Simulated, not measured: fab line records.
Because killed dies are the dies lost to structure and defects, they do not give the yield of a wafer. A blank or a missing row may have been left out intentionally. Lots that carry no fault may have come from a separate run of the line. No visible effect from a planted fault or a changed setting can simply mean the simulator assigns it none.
fab line records / flow berkeleyCmos170
[record] lots = 15 wafers = 45 lastDay = 12
route steps=331 shown NWELL@15
lots with no fault: from the same line, run without faults
startH: hours from the record's opening day to when the first of the lot's shown wafers began / waitH: how many hours have passed since the lot's step before this one / " repeats the value in the row above / L1.1+2: a row that stands for several wafers / - either no value or no given start / * or withheld: withheld / < > ~ a bound
route shown NAME@n: a module of which the file shows steps, and the number in the route of the first / usual: mean/standard deviation taken from wafers without a fault / same: alike in all rows / chamber/n: place in a boat / sites: per-site readings / _std_site: how widely they spread, as a standard deviation / _edge_site: mean of outer sites minus mean of inner sites / radiusMm: how far each site lies from the wafer's centre / mask NAME#n: copy n / behind: tool/chamber where the wafer was last shaped / hold: why the lot was held/for how many hours/how that ended / device: transistor that didn't switch, given as n, p or np / end of line: the route-end tests of the same wafers / a step with no rows: only its recipe / killed: dies that structure and defects cost at the first sort, which is not the same as the wafer's yield / map: a wafer's dies, marking killed ones x, the rest . and places with no die _
set.NAME: the setting that was run; set.NAME@STEP: the one run at that earlier step / model.NAME: the simulator's own value behind a step, which no gauge read
steps of the route over a sample of lots; a table a step, a row a wafer
services: a tool's chamber out of use, with start hour (startH, from the record's first day; less than 0 if before it), hours out, and reason
[[steps]]
[step UCB170_NWELL_OXIDATION_01]
[recipe] tempC = 1000 ambient = O2 targetThkA = 264 oxTimeS = 1260
[usual] oxTempC = 1000.1/0.5 oxTempCMax = 1006.2/1.5 oxTimeS = 1260/0
lot.wafer=L560.2 tool=furnace-04 chamber=0 startH=21.64 waitH=0.9 oxTempC=999.9 oxTempCMax=1006.0 oxTimeS=1260
lot.wafer=L560.3 tool=furnace-04 chamber=0 startH=21.64 waitH=0.9 oxTempC=999.9 oxTempCMax=1004.9 oxTimeS=1260
lot.wafer=L560.6 tool=furnace-04 chamber=0 startH=21.64 waitH=0.9 oxTempC=999.8 oxTempCMax=1006.3 oxTimeS=1260
lot.wafer=L561.2 tool=furnace-01 chamber=0 startH=24.44 waitH=1.4 oxTempC=1000.2 oxTempCMax=1007.6 oxTimeS=1260
lot.wafer=L561.4 tool=furnace-01 chamber=0 startH=24.44 waitH=1.4 oxTempC=1000.5 oxTempCMax=1007.4 oxTimeS=1260
lot.wafer=L561.6 tool=furnace-01 chamber=0 startH=24.44 waitH=1.4 oxTempC=999.0 oxTempCMax=1005.4 oxTimeS=1260
lot.wafer=L562.2 tool=furnace-03 chamber=0 startH=28.48 waitH=1.1 oxTempC=999.9 oxTempCMax=1003.9 oxTimeS=1260
lot.wafer=L562.4 tool=furnace-03 chamber=0 startH=28.48 waitH=1.1 oxTempC=999.9 oxTempCMax=1005.5 oxTimeS=1260
lot.wafer=L562.5 tool=furnace-03 chamber=0 startH=28.48 waitH=1.1 oxTempC=999.9 oxTempCMax=1004.2 oxTimeS=1260
lot.wafer=L564.1 tool=furnace-01 chamber=0 startH=39.70 waitH=1.3 oxTempC=1001.8 oxTempCMax=1009.1 oxTimeS=1260
lot.wafer=L564.3 tool=furnace-01 chamber=0 startH=39.70 waitH=1.3 oxTempC=1001.2 oxTempCMax=1007.6 oxTimeS=1260
lot.wafer=L564.6 tool=furnace-01 chamber=0 startH=39.70 waitH=1.3 oxTempC=1001.6 oxTempCMax=1007.2 oxTimeS=1260
lot.wafer=L567.3 tool=furnace-04 chamber=0 startH=54.81 waitH=0.3 oxTempC=1000.1 oxTempCMax=1007.9 oxTimeS=1260
lot.wafer=L567.4 tool=furnace-04 chamber=0 startH=54.81 waitH=0.3 oxTempC=999.3 oxTempCMax=1006.8 oxTimeS=1260
lot.wafer=L567.6 tool=furnace-04 chamber=0 startH=54.81 waitH=0.3 oxTempC=1000.5 oxTempCMax=1006.9 oxTimeS=1260
lot.wafer=L568.2 tool=furnace-03 chamber=0 startH=61.78 waitH=2.4 oxTempC=999.8 oxTempCMax=1003.4 oxTimeS=1260
lot.wafer=L568.4 tool=furnace-03 chamber=0 startH=61.78 waitH=2.4 oxTempC=1001.2 oxTempCMax=1005.2 oxTimeS=1260
lot.wafer=L568.6 tool=furnace-03 chamber=0 startH=61.78 waitH=2.4 oxTempC=1000.5 oxTempCMax=1005.1 oxTimeS=1260
lot.wafer=L571.2 tool=furnace-03 chamber=0 startH=75.73 waitH=1.9 oxTempC=1000.0 oxTempCMax=1004.9 oxTimeS=1260
lot.wafer=L571.3 tool=furnace-03 chamber=0 startH=75.73 waitH=1.9 oxTempC=1000.3 oxTempCMax=1006.2 oxTimeS=1260
lot.wafer=L571.5 tool=furnace-03 chamber=0 startH=75.73 waitH=1.9 oxTempC=1000.1 oxTempCMax=1005.2 oxTimeS=1260
lot.wafer=L572.3 tool=furnace-04 chamber=- startH=80.46 waitH=2.7 oxTempC=- oxTempCMax=- oxTimeS=-
lot.wafer=L572.5 tool=furnace-04 chamber=- startH=80.46 waitH=2.7 oxTempC=- oxTempCMax=- oxTimeS=-
lot.wafer=L572.6 tool=furnace-04 chamber=- startH=80.46 waitH=2.7 oxTempC=- oxTempCMax=- oxTimeS=-
lot.wafer=L573.2 tool=furnace-04 chamber=- startH=87.23 waitH=2.2 oxTempC=- oxTempCMax=- oxTimeS=-
lot.wafer=L573.3 tool=furnace-04 chamber=- startH=87.23 waitH=2.2 oxTempC=- oxTempCMax=- oxTimeS=-
lot.wafer=L573.6 tool=furnace-04 chamber=- startH=87.23 waitH=2.2 oxTempC=- oxTempCMax=- oxTimeS=-
lot.wafer=L574.1 tool=furnace-04 chamber=- startH=94.41 waitH=3.1 oxTempC=- oxTempCMax=- oxTimeS=-
lot.wafer=L574.2 tool=furnace-04 chamber=- startH=94.41 waitH=3.1 oxTempC=- oxTempCMax=- oxTimeS=-
lot.wafer=L574.4 tool=furnace-04 chamber=- startH=94.41 waitH=3.1 oxTempC=- oxTempCMax=- oxTimeS=-
lot.wafer=L577.1 tool=furnace-03 chamber=0 startH=108.10 waitH=1.5 oxTempC=999.3 oxTempCMax=1003.4 oxTimeS=1260
lot.wafer=L577.2 tool=furnace-03 chamber=0 startH=108.10 waitH=1.5 oxTempC=999.9 oxTempCMax=1004.7 oxTimeS=1260
lot.wafer=L577.3 tool=furnace-03 chamber=0 startH=108.10 waitH=1.5 oxTempC=1000.5 oxTempCMax=1005.3 oxTimeS=1260
lot.wafer=L578.1 tool=furnace-03 chamber=0 startH=113.70 waitH=2.0 oxTempC=1000.7 oxTempCMax=1005.6 oxTimeS=1260
lot.wafer=L578.5 tool=furnace-03 chamber=0 startH=113.70 waitH=2.0 oxTempC=1000.5 oxTempCMax=1004.0 oxTimeS=1260
lot.wafer=L578.6 tool=furnace-03 chamber=0 startH=113.70 waitH=2.0 oxTempC=1000.4 oxTempCMax=1005.6 oxTimeS=1260
lot.wafer=L579.1 tool=furnace-03 chamber=0 startH=113.70 waitH=0.6 oxTempC=1000.0 oxTempCMax=1006.7 oxTimeS=1260
lot.wafer=L579.4 tool=furnace-03 chamber=0 startH=113.70 waitH=0.6 oxTempC=1000.0 oxTempCMax=1005.2 oxTimeS=1260
lot.wafer=L579.5 tool=furnace-03 chamber=0 startH=113.70 waitH=0.6 oxTempC=999.6 oxTempCMax=1004.8 oxTimeS=1260
lot.wafer=L581.1 tool=furnace-04 chamber=0 startH=125.83 waitH=2.6 oxTempC=1000.8 oxTempCMax=1008.1 oxTimeS=1260
lot.wafer=L581.2 tool=furnace-04 chamber=0 startH=125.83 waitH=2.6 oxTempC=1000.6 oxTempCMax=1006.2 oxTimeS=1260
lot.wafer=L581.6 tool=furnace-04 chamber=0 startH=125.83 waitH=2.6 oxTempC=1000.2 oxTempCMax=1006.3 oxTimeS=1260
lot.wafer=L583.1 tool=furnace-04 chamber=0 startH=139.34 waitH=2.3 oxTempC=1000.5 oxTempCMax=1007.8 oxTimeS=1260
lot.wafer=L583.2 tool=furnace-04 chamber=0 startH=139.34 waitH=2.3 oxTempC=1000.1 oxTempCMax=1007.6 oxTimeS=1260
lot.wafer=L583.5 tool=furnace-04 chamber=0 startH=139.34 waitH=2.3 oxTempC=999.7 oxTempCMax=1005.5 oxTimeS=1260
[[services]]
tool=furnace-04 chamber=- startH=58.01 hours=4.1 kind=repair
tool=furnace-03 chamber=- startH=120.48 hours=3.4 kind=pm
tool=furnace-01 chamber=- startH=134.55 hours=3.6 kind=pm
[[key]]
[firstSign] step = UCB170_NWELL_OXIDATION_01 reading = toolRecord direction = missing
effect none on later readings
metAt UCB170_NWELL_OXIDATION_01
struckLots L572,L573,L574
laterRowsLeftOut L572.3,L572.5,L572.6,L573.2,L573.3,L573.6,L574.1,L574.2,L574.4
sortLeftOut L572.3,L572.5,L572.6,L573.2,L573.3,L573.6,L574.1,L574.2,L574.4
testerLeftOut L572,L573,L574
onsetBetween 54.81 80.46
[fault] kind = skippedStepWhole tool = furnace-04 chamber = - onsetH = 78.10 steps = UCB170_NWELL_OXIDATION_01 scope = struckLotsOnly
// testerLeftOut: of these lots the tester's yield and bins aren't shown, on N5 and GAA mostly nor the transistor test; their killed dies are dies lost to structure and defects alone, not to doping, threshold or leakage, so they don't give the yield
// sortLeftOut: the simulated sort isn't trusted on such a fault, so these wafers' sort isn't shown, and their yield isn't known
// laterRowsLeftOut: the simulator's readings of these wafers behind a module that went badly wrong aren't trusted and aren't shown, but for the sort
